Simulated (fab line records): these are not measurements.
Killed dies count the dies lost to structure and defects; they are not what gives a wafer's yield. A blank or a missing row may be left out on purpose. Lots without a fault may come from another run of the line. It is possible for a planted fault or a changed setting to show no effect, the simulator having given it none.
fab line records :: flow ritCmos
record
  lots=14
  wafers=42
  lastDay=8
route steps=202 shown GATE@87 M1@202
lots with no fault: from the same line, run without faults
startH: start of the lot's first displayed wafer, in hours after the record's first day :: waitH: hours since the lot's step before :: " unchanged from the row above :: L1.1+2: a row that stands for several wafers :: - value missing, or start not given :: * or withheld: withheld :: < > ~ a bound
route shown NAME@n: names a module that has steps shown in the file, with the first one's number in the route :: usual: mean/standard deviation of fault-free wafers :: same: alike in all rows :: chamber/n: place in a boat :: sites: readings site by site :: _std_site: the standard deviation of these :: _edge_site: the outer-site mean with the inner-site mean subtracted :: radiusMm: how far each site lies from the wafer's centre :: mask NAME#n: copy n :: behind: the tool/chamber that last shaped the wafer :: hold: cause of the lot's hold/its duration in hours/its outcome :: device: transistor that didn't switch, given as n, p or np :: end of line: the tests these same wafers got at the end of their route :: step lacking rows: just its recipe :: killed: the dies lost at the first sort to structure and to defects; this is not the yield of the wafer :: map: shows each die of a wafer: x if killed, . if not, _ if none is there
set.NAME: the run value of the setting; set.NAME@STEP: its run value at that earlier step :: model.NAME: the simulator's own value behind a step, which no gauge read
one table for each step of the route and one row for each wafer, over a sample of lots
## steps
# step RIT_GATE_COAT_11
# recipe
  resist=NOVOLAK
  spinRpm=4250
  resistThkNm=850
# usual
  chillPlateTempC=23.00/0.097
  exhaustPa=45.0/0.9
lot.wafer: L890.2
tool: lithoTrack-03
chamber: 0
startH: 39.54
waitH: 0.1
chillPlateTempC: 22.96
exhaustPa: 43.2

lot.wafer: L890.4
tool: lithoTrack-03
chamber: 0
startH: 39.54
waitH: 0.1
chillPlateTempC: 23.07
exhaustPa: 44.0

lot.wafer: L890.6
tool: lithoTrack-03
chamber: 0
startH: 39.54
waitH: 0.1
chillPlateTempC: 23.02
exhaustPa: 43.9

lot.wafer: L891.1
tool: lithoTrack-03
chamber: 0
startH: 43.39
waitH: 0.1
chillPlateTempC: 22.83
exhaustPa: 42.6

lot.wafer: L891.4
tool: lithoTrack-03
chamber: 0
startH: 43.39
waitH: 0.1
chillPlateTempC: 22.97
exhaustPa: 45.4

lot.wafer: L891.6
tool: lithoTrack-03
chamber: 0
startH: 43.39
waitH: 0.1
chillPlateTempC: 22.83
exhaustPa: 44.0

lot.wafer: L892.1
tool: lithoTrack-04
chamber: 0
startH: 55.71
waitH: 0.1
chillPlateTempC: 23.06
exhaustPa: 45.4

lot.wafer: L892.5
tool: lithoTrack-04
chamber: 0
startH: 55.71
waitH: 0.1
chillPlateTempC: 23.00
exhaustPa: 45.4

lot.wafer: L892.6
tool: lithoTrack-04
chamber: 0
startH: 55.71
waitH: 0.1
chillPlateTempC: 22.99
exhaustPa: 46.1

lot.wafer: L893.1
tool: lithoTrack-03
chamber: 0
startH: 55.71
waitH: 0.1
chillPlateTempC: 23.12
exhaustPa: 45.1

lot.wafer: L893.2
tool: lithoTrack-03
chamber: 0
startH: 55.71
waitH: 0.1
chillPlateTempC: 23.05
exhaustPa: 44.9

lot.wafer: L893.3
tool: lithoTrack-03
chamber: 0
startH: 55.71
waitH: 0.1
chillPlateTempC: 23.05
exhaustPa: 46.8

lot.wafer: L896.2
tool: lithoTrack-01
chamber: 0
startH: 79.87
waitH: 0.1
chillPlateTempC: 22.97
exhaustPa: 45.6

lot.wafer: L896.3
tool: lithoTrack-01
chamber: 0
startH: 79.87
waitH: 0.1
chillPlateTempC: 22.99
exhaustPa: 46.3

lot.wafer: L896.5
tool: lithoTrack-01
chamber: 0
startH: 79.87
waitH: 0.1
chillPlateTempC: 22.96
exhaustPa: 46.8

lot.wafer: L898.1
tool: lithoTrack-03
chamber: 0
startH: 81.39
waitH: 0.1
chillPlateTempC: 22.90
exhaustPa: 46.5

lot.wafer: L898.2
tool: lithoTrack-03
chamber: 0
startH: 81.39
waitH: 0.1
chillPlateTempC: 23.15
exhaustPa: 43.5

lot.wafer: L898.4
tool: lithoTrack-03
chamber: 0
startH: 81.39
waitH: 0.1
chillPlateTempC: 22.98
exhaustPa: 44.8

lot.wafer: L899.1
tool: lithoTrack-01
chamber: 0
startH: 87.34
waitH: 0.1
chillPlateTempC: 23.03
exhaustPa: 43.4

lot.wafer: L899.2
tool: lithoTrack-01
chamber: 0
startH: 87.34
waitH: 0.1
chillPlateTempC: 22.99
exhaustPa: 43.3

lot.wafer: L899.4
tool: lithoTrack-01
chamber: 0
startH: 87.34
waitH: 0.1
chillPlateTempC: 22.99
exhaustPa: 44.2

lot.wafer: L900.4
tool: lithoTrack-03
chamber: 0
startH: 89.90
waitH: 0.1
chillPlateTempC: 23.03
exhaustPa: 45.0

lot.wafer: L900.5
tool: lithoTrack-03
chamber: 0
startH: 89.90
waitH: 0.1
chillPlateTempC: 22.89
exhaustPa: 44.5

lot.wafer: L900.6
tool: lithoTrack-03
chamber: 0
startH: 89.90
waitH: 0.1
chillPlateTempC: 22.84
exhaustPa: 44.7

lot.wafer: L903.2
tool: lithoTrack-03
chamber: 0
startH: 104.73
waitH: 0.1
chillPlateTempC: 22.91
exhaustPa: 44.4

lot.wafer: L903.4
tool: lithoTrack-03
chamber: 0
startH: 104.73
waitH: 0.1
chillPlateTempC: 22.91
exhaustPa: 45.0

lot.wafer: L903.5
tool: lithoTrack-03
chamber: 0
startH: 104.73
waitH: 0.1
chillPlateTempC: 22.93
exhaustPa: 44.9

lot.wafer: L904.3
tool: lithoTrack-01
chamber: 0
startH: 108.87
waitH: 0.1
chillPlateTempC: 23.02
exhaustPa: 44.9

lot.wafer: L904.4
tool: lithoTrack-01
chamber: 0
startH: 108.87
waitH: 0.1
chillPlateTempC: 23.02
exhaustPa: 45.8

lot.wafer: L904.5
tool: lithoTrack-01
chamber: 0
startH: 108.87
waitH: 0.1
chillPlateTempC: 22.92
exhaustPa: 45.0

lot.wafer: L905.1
tool: lithoTrack-03
chamber: 0
startH: 113.78
waitH: 0.1
chillPlateTempC: 23.11
exhaustPa: 45.2

lot.wafer: L905.5
tool: lithoTrack-03
chamber: 0
startH: 113.78
waitH: 0.1
chillPlateTempC: 23.19
exhaustPa: 44.8

lot.wafer: L905.6
tool: lithoTrack-03
chamber: 0
startH: 113.78
waitH: 0.1
chillPlateTempC: 23.07
exhaustPa: 47.0

lot.wafer: L910.1
tool: lithoTrack-04
chamber: 0
startH: 138.71
waitH: 0.1
chillPlateTempC: 22.95
exhaustPa: 45.6

lot.wafer: L910.3
tool: lithoTrack-04
chamber: 0
startH: 138.71
waitH: 0.1
chillPlateTempC: 22.97
exhaustPa: 44.9

lot.wafer: L910.4
tool: lithoTrack-04
chamber: 0
startH: 138.71
waitH: 0.1
chillPlateTempC: 22.97
exhaustPa: 44.8

lot.wafer: L912.3
tool: lithoTrack-04
chamber: 0
startH: 153.91
waitH: 0.1
chillPlateTempC: 22.87
exhaustPa: 44.6

lot.wafer: L912.4
tool: lithoTrack-04
chamber: 0
startH: 153.91
waitH: 0.1
chillPlateTempC: 23.17
exhaustPa: 45.3

lot.wafer: L912.5
tool: lithoTrack-04
chamber: 0
startH: 153.91
waitH: 0.1
chillPlateTempC: 23.07
exhaustPa: 44.0

lot.wafer: L913.2
tool: lithoTrack-01
chamber: 0
startH: 156.50
waitH: 0.1
chillPlateTempC: 22.99
exhaustPa: 43.7

lot.wafer: L913.5
tool: lithoTrack-01
chamber: 0
startH: 156.50
waitH: 0.1
chillPlateTempC: 23.11
exhaustPa: 45.0

lot.wafer: L913.6
tool: lithoTrack-01
chamber: 0
startH: 156.50
waitH: 0.1
chillPlateTempC: 23.09
exhaustPa: 44.6
# step RIT_GATE_CD_MEAS_16
# recipe
  targetCdNm=150
# usual
  cdNm=149.3/2.3
lot.wafer: L890.2
tool: cdSem-02
chamber: -
startH: 40.36
waitH: -
cdNm: 151.5

lot.wafer: L890.4
tool: cdSem-02
chamber: -
startH: 40.36
waitH: -
cdNm: 151.1

lot.wafer: L890.6
tool: cdSem-02
chamber: -
startH: 40.36
waitH: -
cdNm: 149.1

lot.wafer: L891.1
tool: cdSem-01
chamber: -
startH: 44.22
waitH: -
cdNm: 148.1

lot.wafer: L891.4
tool: cdSem-01
chamber: -
startH: 44.22
waitH: -
cdNm: 149.1

lot.wafer: L891.6
tool: cdSem-01
chamber: -
startH: 44.22
waitH: -
cdNm: 146.2

lot.wafer: L892.1
tool: cdSem-01
chamber: -
startH: 56.54
waitH: -
cdNm: 148.7

lot.wafer: L892.5
tool: cdSem-01
chamber: -
startH: 56.54
waitH: -
cdNm: 150.0

lot.wafer: L892.6
tool: cdSem-01
chamber: -
startH: 56.54
waitH: -
cdNm: 148.7

lot.wafer: L893.1
tool: cdSem-02
chamber: -
startH: 56.78
waitH: -
cdNm: 148.4

lot.wafer: L893.2
tool: cdSem-02
chamber: -
startH: 56.78
waitH: -
cdNm: 147.9

lot.wafer: L893.3
tool: cdSem-02
chamber: -
startH: 56.78
waitH: -
cdNm: 147.3

lot.wafer: L896.2
tool: cdSem-02
chamber: -
startH: 80.71
waitH: -
cdNm: 152.2

lot.wafer: L896.3
tool: cdSem-02
chamber: -
startH: 80.71
waitH: -
cdNm: 152.7

lot.wafer: L896.5
tool: cdSem-02
chamber: -
startH: 80.71
waitH: -
cdNm: 149.0

lot.wafer: L898.1
tool: cdSem-02
chamber: -
startH: 82.35
waitH: -
cdNm: 147.0

lot.wafer: L898.2
tool: cdSem-02
chamber: -
startH: 82.35
waitH: -
cdNm: 147.3

lot.wafer: L898.4
tool: cdSem-02
chamber: -
startH: 82.35
waitH: -
cdNm: 146.9

lot.wafer: L899.1
tool: cdSem-01
chamber: -
startH: 88.04
waitH: -
cdNm: 151.2

lot.wafer: L899.2
tool: cdSem-01
chamber: -
startH: 88.04
waitH: -
cdNm: 152.6

lot.wafer: L899.4
tool: cdSem-01
chamber: -
startH: 88.04
waitH: -
cdNm: 148.4

lot.wafer: L900.4
tool: cdSem-01
chamber: -
startH: 90.71
waitH: -
cdNm: 145.9

lot.wafer: L900.5
tool: cdSem-01
chamber: -
startH: 90.71
waitH: -
cdNm: 148.2

lot.wafer: L900.6
tool: cdSem-01
chamber: -
startH: 90.71
waitH: -
cdNm: 147.0

lot.wafer: L903.2
tool: cdSem-02
chamber: -
startH: 105.55
waitH: -
cdNm: 161.8

lot.wafer: L903.4
tool: cdSem-02
chamber: -
startH: 105.55
waitH: -
cdNm: 161.2

lot.wafer: L903.5
tool: cdSem-02
chamber: -
startH: 105.55
waitH: -
cdNm: 162.0

lot.wafer: L904.3
tool: cdSem-01
chamber: -
startH: 109.68
waitH: -
cdNm: 150.9

lot.wafer: L904.4
tool: cdSem-01
chamber: -
startH: 109.68
waitH: -
cdNm: 150.9

lot.wafer: L904.5
tool: cdSem-01
chamber: -
startH: 109.68
waitH: -
cdNm: 150.0

lot.wafer: L905.1
tool: cdSem-01
chamber: -
startH: 114.48
waitH: -
cdNm: 163.6

lot.wafer: L905.5
tool: cdSem-01
chamber: -
startH: 114.48
waitH: -
cdNm: 162.4

lot.wafer: L905.6
tool: cdSem-01
chamber: -
startH: 114.48
waitH: -
cdNm: 162.9

lot.wafer: L910.1
tool: cdSem-01
chamber: -
startH: 139.41
waitH: -
cdNm: 146.6

lot.wafer: L910.3
tool: cdSem-01
chamber: -
startH: 139.41
waitH: -
cdNm: 148.0

lot.wafer: L910.4
tool: cdSem-01
chamber: -
startH: 139.41
waitH: -
cdNm: 150.9

lot.wafer: L912.3
tool: cdSem-01
chamber: -
startH: 154.85
waitH: -
cdNm: 147.1

lot.wafer: L912.4
tool: cdSem-01
chamber: -
startH: 154.85
waitH: -
cdNm: 145.5

lot.wafer: L912.5
tool: cdSem-01
chamber: -
startH: 154.85
waitH: -
cdNm: 144.8

lot.wafer: L913.2
tool: cdSem-01
chamber: -
startH: 157.35
waitH: -
cdNm: 146.5

lot.wafer: L913.5
tool: cdSem-01
chamber: -
startH: 157.35
waitH: -
cdNm: 147.9

lot.wafer: L913.6
tool: cdSem-01
chamber: -
startH: 157.35
waitH: -
cdNm: 147.7
# step RIT_M1_PROBE_99
# usual
  killedAtFrontEnd=6.8/3
  killedDies=6.9/3
  killedOpen=3.3/1.9
  killedShort=3.6/1.9
# same
  grossDies=264
  killed_at_M0_to_M3=0
  killed_at_M4_up=0
  killedAtBackSide=0
  killedAtContacts=0
  killedAtOther=0
lot.wafer: L903.2
tool: prober-01
chamber: -
startH: 128.32
waitH: 0.1
killedAtFrontEnd: 12
killedDies: 12
killedOpen: 5
killedShort: 6

lot.wafer: L905.1
tool: prober-01
chamber: -
startH: 136.43
waitH: 0.1
killedAtFrontEnd: 10
killedDies: 10
killedOpen: 5
killedShort: 4

lot.wafer: L905.6
tool: prober-01
chamber: -
startH: 136.68
waitH: 0.2
killedAtFrontEnd: 10
killedDies: 10
killedOpen: 4
killedShort: 6
# killed by level:class
L903.2 GATE:geometricParticle:short=3 FOX2:geometricParticle:short=2 REOX:geometricParticle:open=2 FOX1:geometricParticle:short=1 FOX1:geometricParticle:open=1 FOX2:geometricParticle:open=1 GATE:geometricParticle:open=1 GATE:areaExpose=1
L905.1 FOX2:geometricParticle:open=3 FOX2:geometricParticle:short=1 GATE:geometricParticle:short=1 REOX:geometricParticle:short=1 REOX:geometricParticle:open=1 SPACER:geometricParticle:short=1 SPACER:geometricParticle:open=1 GATE:areaExpose=1
L905.6 GATE:geometricParticle:short=3 FOX2:geometricParticle:short=2 GATE:geometricParticle:open=2 FOX1:geometricParticle:open=1 FOX2:geometricParticle:open=1 SILICIDE:geometricParticle:short=1
## key
firstSign
  step=RIT_GATE_CD_MEAS_16
  reading=cdNm
  direction=up
  sigmas=5.8
  usual=149.3
  struck=162.3
effect none on later readings
metAt RIT_GATE_COAT_11
struckLots L903,L905
testerLeftOut L903,L905
onsetBetween 89.90 104.73
fault
  kind=processParameterDrift
  tool=lithoTrack-03
  chamber=-
  onsetH=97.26
  steps=RIT_GATE_COAT_11
  channel=resistThkNm
  offset=67.347
  shape=step
  endH=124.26
  actsIn=theseRecipesOnly
  stated=850
# testerLeftOut: of these lots the tester's yield and bins aren't shown, on N5 and GAA mostly nor the transistor test; their killed dies are dies lost to structure and defects alone, not to doping, threshold or leakage, so they don't give the yield
